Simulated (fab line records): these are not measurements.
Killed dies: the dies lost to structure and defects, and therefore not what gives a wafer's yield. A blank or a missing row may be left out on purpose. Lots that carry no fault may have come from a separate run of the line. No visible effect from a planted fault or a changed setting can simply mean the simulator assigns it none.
The tool behind it: which one?	flow berkeley cmos170	14 lots, 42 wafers sampled, at 5 steps of a route of 331

== WHAT EACH GAUGE READ, for each wafer ==
UCB170_M1_THK_MEAS_02: measures by xrf.
lot	measured	on	M1_AL_THK (nm)
L127	day 7 04:44	film metro-02	611 608 611
L126	day 7 05:14	film metro-03	609 603 610
L129	day 7 14:31	film metro-03	598 600 600
L128	day 7 14:47	film metro-01	604 607 610
L130	day 8 08:42	film metro-02	621 615 614
L131	day 8 09:11	film metro-01	604 606 602
L132	day 8 13:08	film metro-02	616 611 610
L138	day 9 19:46	film metro-02	607 612 611
L142	day 10 12:58	film metro-03	605 605 600
L141	day 10 13:25	film metro-03	605 604 601
L143	day 10 19:39	film metro-02	615 600 608
L140	day 10 21:26	film metro-03	598 593 599
L146	day 11 16:13	film metro-03	598 591 597
L149	day 12 09:46	film metro-01	615 614 616

UCB170_V1_THK_MEAS_01.
lot	measured	on	V1_TEOS_THK (nm)
L127	day 7 14:29	film metro-02	1976 1975 2013
L126	day 7 14:30	film metro-04	1997 2000 1985
L129	day 7 19:40	film metro-03	2000 1987 2050
L128	day 7 20:04	film metro-02	3995 4044 4106
L130	day 8 15:31	film metro-02	2027 2018 2043
L131	day 8 15:50	film metro-04	3971 3945 4012
L132	day 8 19:34	film metro-04	1994 1972 2020
L138	day 10 03:13	film metro-03	2011 1994 2034
L142	day 10 19:41	film metro-04	2013 2004 2027
L141	day 10 19:38	film metro-03	1957 1953 1966
L143	day 11 00:08	film metro-04	2030 2072 2039
L140	day 11 02:49	film metro-02	1975 1978 2050
L146	day 11 19:41	film metro-02	2044 2047 2043
L149	day 12 17:57	film metro-04	1976 1926 1969

UCB170_M2_RS_MEAS_02: uses a four-point probe to measure.
lot	measured	on	M2_AL_RS (ohm/sq)
L127	day 7 17:08	film metro-03	0.0327 0.0329 0.0326
L126	day 7 17:29	film metro-01	0.0323 0.0324 0.0320
L129	day 7 22:01	film metro-01	0.0319 0.0320 0.0325
L128	day 7 23:05	film metro-04	0.0318 0.0314 0.0316
L130	day 8 20:11	film metro-01	0.0321 0.0320 0.0325
L131	day 8 20:25	film metro-04	0.0316 0.0319 0.0320
L132	day 8 21:50	film metro-04	0.0320 0.0321 0.0325
L138	day 10 06:48	film metro-03	0.0326 0.0324 0.0326
L142	day 11 00:52	film metro-01	0.0319 0.0319 0.0321
L141	day 11 00:34	film metro-03	0.0322 0.0330 0.0325
L143	day 11 02:47	film metro-03	0.0323 0.0323 0.0324
L140	day 11 07:04	film metro-04	0.0319 0.0318 0.0313
L146	day 11 23:35	film metro-04	0.0320 0.0325 0.0320
L149	day 12 23:23	film metro-01	0.0322 0.0321 0.0319

UCB170_M3_CD_MEAS_15 targets a cd of 700 nm.
lot	measured	on	cd nm (nm)
L127	day 8 00:35	cd sem-02	703.0 701.4 701.4
L126	day 8 01:20	cd sem-01	702.0 700.8 702.5
L129	day 8 08:20	cd sem-02	700.0 699.2 700.4
L128	day 8 08:37	cd sem-02	699.1 698.5 698.5
L130	day 9 04:36	cd sem-01	697.9 700.0 698.9
L131	day 9 05:03	cd sem-02	696.8 695.7 697.8
L132	day 9 05:57	cd sem-02	701.0 701.8 700.9
L138	day 10 15:31	cd sem-01	701.7 700.5 701.2
L142	day 11 10:24	cd sem-02	698.7 698.2 699.6
L141	day 11 10:20	cd sem-01	700.8 700.2 699.5
L143	day 11 11:01	cd sem-01	699.5 699.5 699.4
L140	day 11 14:40	cd sem-01	699.6 700.7 700.0
L146	day 12 07:34	cd sem-01	700.4 700.5 700.2
L149	day 13 10:54	cd sem-01	702.4 702.3 702.3

== EACH LOT AND THE TOOL THAT RAN IT (in order: tool; ch and the chambers of the sampled wafers; start) ==
lot	UCB170_V1_CVD_00
L127	pecvd-04 ch 0,1, day 7 14:19
L126	pecvd-02 ch 0,1, day 7 14:19
L129	pecvd-01 ch 0,1,2, day 7 19:31
L128	pecvd-02 ch 1,2, day 7 19:31
L130	pecvd-04 ch 0,1,2, day 8 15:22
L131	pecvd-01 ch 0,1,2, day 8 15:22
L132	pecvd-02 ch 0,2, day 8 19:24
L138	pecvd-04 ch 0,1,2, day 10 03:03
L142	pecvd-04 ch 0,1,2, day 10 19:33
L141	pecvd-01 ch 0,1,2, day 10 19:28
L143	pecvd-04 ch 0,2, day 10 23:59
L140	pecvd-01 ch 0,2, day 11 02:39
L146	pecvd-01 ch 0,1, day 11 19:31
L149	pecvd-02 ch 1,2, day 12 17:48
- UCB170_V1_CVD_00: deposits SiO2 from TEOS/O2, target thk 2000 nm, time 250 s.

== WHAT THE TOOLS THEMSELVES READ (means of the sampled wafers that have a number; where no wafer has one, the mark that the record gives instead) ==
UCB170_V1_CVD_00.
lot	tool	heater power w (W)
L127	pecvd-04	319
L126	pecvd-02	215
L129	pecvd-01	284
L128	pecvd-02	191
L130	pecvd-04	293
L131	pecvd-01	257
L132	pecvd-02	240
L138	pecvd-04	281
L142	pecvd-04	271
L141	pecvd-01	261
L143	pecvd-04	307
L140	pecvd-01	269
L146	pecvd-01	244
L149	pecvd-02	205

== THE ANSWER, worked out from the rows above alone ==
Rule: the usual values come from the lots themselves. The widest of any qualifying gaps counts: lots, ordered by their means at a reading, are off when they make up no more than a third of the lots, leave a main group of 4 or more, and stand apart from it by 3 or more times the standard deviation of that group's means. If all means in a main group match to the digits the tables above print for the reading, that group is not used. Also off: a lot with no number at a reading for which 4 or more lots have one. All remaining lots with rows at the step are treated as sound. First the gauges in route order, then the tools' own readings, where a lot's mean is used as printed above. At the first step where some lot is off, the reading lying furthest off is the one used; lots without a number count as furthest.
Off: L128, L131, seen at UCB170_V1_THK_MEAS_01 (V1_TEOS_THK). Mean 2005 nm and standard deviation 28 in the main group.
If a tool, at a process step before that reading, ran all the lots that are off and no sound lot after the first of them, it fits. The gauges at UCB170_V1_THK_MEAS_01 are tried like those tools. Of those tried, none fits.

== WHAT THE SIMULATOR PUT IN ==
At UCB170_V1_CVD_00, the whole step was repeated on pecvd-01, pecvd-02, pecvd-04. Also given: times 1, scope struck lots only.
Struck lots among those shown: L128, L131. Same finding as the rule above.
